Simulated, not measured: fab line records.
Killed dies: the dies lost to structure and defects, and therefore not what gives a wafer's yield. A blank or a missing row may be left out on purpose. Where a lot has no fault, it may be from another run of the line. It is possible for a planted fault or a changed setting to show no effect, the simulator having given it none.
Code-filled problem report in 8D (eight disciplines) form + flow berkeley-cmos170 + the parts of the form that need people (team, actions taken, sign-off) are left out

== 1. PROBLEM STATEMENT ==
Wafers free of any fault read 513 (standard deviation 4.9) for PVT_TW at UCB170_PVT_TW_MEAS_09, against a mean of 482 on 6 wafers of 2 lots. Measured from the usual mean, that is -6.3 standard deviations.
First seen on wafer L859.1, day 8 17:33, on film-metro-02. Wafers with a number at this step in the record: 42, from 14 lots. By rule, "out" or "out of limits" means more than 4 standard deviations away from the usual mean. The other wafers with a number count as sound.

== 2. WHAT IT IS, WHAT IT ISN'T ==
| question                    | is                           | is not                                                                                                              |
|-----------------------------|------------------------------|---------------------------------------------------------------------------------------------------------------------|
| which readings at this step | PVT_TW                       | -                                                                                                                   |
| which lots                  | L859, L860                   | L852, L853, L854, L861, L863, L866, L867, L870, L871, L872, L873, L874                                              |
| which wafers of those lots  | all that have a number       | -                                                                                                                   |
| read on which gauges        | film-metro-02, film-metro-04 | film-metro-03                                                                                                       |
| when                        | from day 8 17:33             | up to then (9 sound wafers); but 27 sound wafers of L861, L863, L866, L867, L870, L871, L872, L873, L874 came after |

== 3. SUSPECTS, AND WHAT RULES EACH OUT ==
Counting: a tool at any process step up to the reading remains a suspect when it ran all the lots that are out and ran no sound lot after the first of those.
- ruled out: the gauge at UCB170_PVT_TW_MEAS_09. 2 gauges (film-metro-02, film-metro-04) read the wafers that are out.
- implanter-01 at UCB170_PVT_IMPLANT_07: ruled out as a lasting fault. Sound lots L872 ran on it after its first lot that is out, L859 (day 8 17:18).
Left after counting: nothing in the record.

== 4. THE CAUSE (what the simulator had put in) ==
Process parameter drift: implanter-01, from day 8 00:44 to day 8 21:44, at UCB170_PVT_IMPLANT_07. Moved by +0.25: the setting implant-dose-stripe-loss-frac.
The count ruled it out by mistake, since the rule takes a fault to strike every lot its tool runs from the start of the fault on, and this one did not do so.

== 5. THE EFFECT CHAIN, in route order ==
Each row: a reading where the mean over the struck wafers with a number is more than 3 standard deviations away from the usual. Readings are gone through only where the record gives a usual standard deviation; hours: the median, over the lots, of the time from a lot's start at the first step in this table giving one to that lot's start at this step; sigmas: the change measured in usual standard deviations.
| hours | step                  | reading | usual | on struck wafers | change | sigmas |
|-------|-----------------------|---------|-------|------------------|--------|--------|
| 0     | UCB170_PVT_TW_MEAS_09 | PVT_TW  | 513   | 482              | -31    | -6.3   |
Later measuring or inspecting steps at which every struck wafer that the step has a row for has a number for every such reading, and none has moved that far: UCB170_FIELD_THK_MEAS_91, UCB170_GATE_THK_MEAS_02.

== 6. WHAT WOULD HAVE CAUGHT IT SOONER ==
The first out-of-limits reading at a measuring or inspecting step in this record came at day 8 17:33, 17 hours after the fault's start at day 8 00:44.
Of the tool readings at UCB170_PVT_IMPLANT_07 for which the record gives a usual standard deviation, none was out on any struck wafer, so an alarm limit of 4 standard deviations on them would not have fired.
